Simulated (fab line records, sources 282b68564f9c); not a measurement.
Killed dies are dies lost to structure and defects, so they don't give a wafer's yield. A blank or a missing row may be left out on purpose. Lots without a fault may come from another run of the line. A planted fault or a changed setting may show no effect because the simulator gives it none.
A struck lot beside a sound one | flow rit_cmos | 28 steps out of a route of 202
Sound: wafers L541.1, L541.2, L541.4. Struck: wafers L537.1, L537.5, L537.6. The cause comes at the end.
At each step with rows: each side's tool, then ch and its chambers, then its first start. Under that, the readings that differ: sound wafers | struck wafers | difference of the means | sigmas: that difference in standard deviations of wafers without a fault.
alike: readings whose means differ by less than 2 such deviations, and words and numbers that are the same on both sides. not compared: withheld readings, readings that some wafer has no value for, bounds like >300 that may hide the same value, and numbers for which the record gives no deviation and whose values overlap.
The two part at a step that has a row with sigmas, a row that says differs or no value, or rows on one side only. Numbers that don't overlap but have no deviation are shown without sigmas and don't part them. A reading that every wafer of one side lacks parts them only if that side has two wafers or more.

RIT_ACTIVE_BOW_MEAS_00:
  sound on film_metro-01, day 4 18:00; struck on film_metro-03, day 3 22:00
  alike: INCOMING_BOW
RIT_ACTIVE_OXIDATION_01: target thk 46.8 nm, ox time 3360 s.
  sound on furnace-03 ch 0, day 4 18:07; struck on furnace-01 ch 0, day 3 22:07
  reading                                       | sound             | struck           | difference | sigmas
  model.SiO2_of_ACTIVE_OXIDATION_01.thk_nm (nm) | 47.14 47.41 47.74 | 36.74 35.45 35.9 | -11.40     |
  alike: spike_tc_source_C
RIT_ACTIVE_THK_MEAS_02:
  sound on film_metro-04, day 4 20:03; struck on film_metro-03, day 4 00:03
  reading               | sound          | struck         | difference | sigmas
  ACTIVE_OXIDE_THK (nm) | 47.1 47.4 47.8 | 36.7 35.5 35.9 | -11.4      | -12
then, 1 step without rows for these wafers: RIT_ACTIVE_CVD_03 (deposits Si3N4 from SiH2Cl2/NH3, target thk 150 nm, time 1500 s).
RIT_ACTIVE_THK_MEAS_04:
  sound on film_metro-04, day 4 21:32; struck on film_metro-03, day 4 01:32
  alike: ACTIVE_NITRIDE_THK
then, 6 steps without rows for these wafers: RIT_ACTIVE_HMDS_05 (prime time 60 s); RIT_ACTIVE_COAT_06 (resist thk 1000 nm); RIT_ACTIVE_SOFTBAKE_07 (time 60 s); RIT_ACTIVE_EXPOSE_08 (exposes mask M1, target cd 1400 nm); RIT_ACTIVE_PEB_09; RIT_ACTIVE_DEVELOP_10 (develop time 50 s).
RIT_ACTIVE_CD_MEAS_11: target cd 1400 nm.
  sound on cd_sem-02, day 4 22:27; struck on cd_sem-01, day 4 02:26
  alike: cd_nm
then, 1 step without rows for these wafers: RIT_ACTIVE_HARDBAKE_12 (time 60 s).
RIT_ACTIVE_ETCH_13: etches Si3N4 in SF6, stops on SiO2, time 210 s, target depth 210 nm.
  sound on rie_diel-02 ch 1,2,3, day 4 22:43; struck on rie_diel-02 ch 0,2,3, day 4 02:43
  alike: drypump_motor_current_A, oes_product_au, throttle_valve_pct
  not compared: rf_hours_counter_h
RIT_ACTIVE_STRIP_14: strips in O2, time 180 s.
  sound on plasma_asher-01 ch 0,1, day 4 22:51; struck on plasma_asher-01 ch 0,1, day 4 02:50
  alike: drypump_motor_current_A
  not compared: rf_hours_counter_h
RIT_ACTIVE_CD_MEAS_90: target cd 1400 nm.
  sound on cd_sem-01, day 4 23:02; struck on cd_sem-02, day 4 03:01
  alike: cd_nm
then, 4 steps without rows for these wafers: RIT_ACTIVE_CLEAN_15 (cleans in SC1, time 600 s); RIT_ACTIVE_CLEAN_16 (cleans in dHF, time 30 s); RIT_ACTIVE_CLEAN_17 (cleans in SC2, time 600 s); RIT_FOX1_OXIDATION_00 (target thk 350.7 nm, ox time 1130 s).
RIT_FOX1_THK_MEAS_01:
  sound on film_metro-04, day 5 02:02; struck on film_metro-02, day 4 05:39
  alike: FOX1_OXIDE_THK
then, 2 steps without rows for these wafers: RIT_FOX1_WET_ETCH_02 (etches SiO2 in BOE, target depth 350 nm, time 390 s); RIT_FOX2_OXIDATION_00 (target thk 350.7 nm, ox time 1130 s).
RIT_FOX2_THK_MEAS_01:
  sound on film_metro-01, day 5 04:37; struck on film_metro-03, day 4 07:08
  reading             | sound       | struck      | difference | sigmas
  FOX2_OXIDE_THK (nm) | 334 336 330 | 353 352 352 | +19        | +3
then, 1 step without rows for these wafers: RIT_FOX2_CLEAN_02 (cleans in dHF, time 180 s).
RIT_FOX2_WET_ETCH_03: etches Si3N4 in H3PO4, target depth 195 nm, time 2700 s.
  sound on wet_bench-01 ch 0, day 5 04:44; struck on wet_bench-01 ch 0, day 4 07:15
  reading                                       | sound            | struck            | difference | sigmas
  model.SiO2_of_ACTIVE_OXIDATION_01.thk_nm (nm) | 41.93 40.09 41.7 | 30.55 31.55 31.18 | -10.15     |
RIT_FOX2_THK_MEAS_90:
  sound on film_metro-03, day 5 05:38; struck on film_metro-03, day 4 08:10
  reading                     | sound       | struck      | difference | sigmas
  FIELD_OXIDE_LEFT_1_THK (nm) | 307 309 302 | 326 325 324 | +19        | +3
RIT_M1_PROBE_99:
  sound on prober-02, day 6 22:25; struck on prober-02, day 6 02:31
  reading                             | sound             | struck            | difference | sigmas
  model.etest.pldd.width_nm (nm)      | 3170 3161 3173    | 3283 3287 3276    | +114       |
  model.etest.nldd.width_nm (nm)      | 3178 3189 3177    | 3266 3270 3280    | +91        |
  model.etest.nplus_sal.width_nm (nm) | 3445 3423 3450    | 3501 3531 3497    | +70        |
  model.etest.pplus_sal.width_nm (nm) | 3446 3410 3452    | 3500 3522 3501    | +72        |
  model.etest.nmos_narrow.drive_ua_um | 234 226.4 233.9   | 245 251.7 250.3   | +18        |
  model.etest.pmos_narrow.drive_ua_um | 105.5 101.9 106.2 | 108.4 113.3 109.9 | +6.0       |
  model.etest.cap_n_gate.c_min_ff_um2 | 2.354 2.339 2.35  | 2.319 2.326 2.314 | -0.028     |
  alike: killed_at_contacts, killed_at_front_end, killed_dies, killed_on_rim, killed_open, killed_short

WHERE THEY PART
First at RIT_ACTIVE_THK_MEAS_02; last, within this record, at RIT_FOX2_THK_MEAS_90. Later steps at which nothing parts them and some readings are alike: RIT_M1_PROBE_99.

WHY: what the simulator had put in
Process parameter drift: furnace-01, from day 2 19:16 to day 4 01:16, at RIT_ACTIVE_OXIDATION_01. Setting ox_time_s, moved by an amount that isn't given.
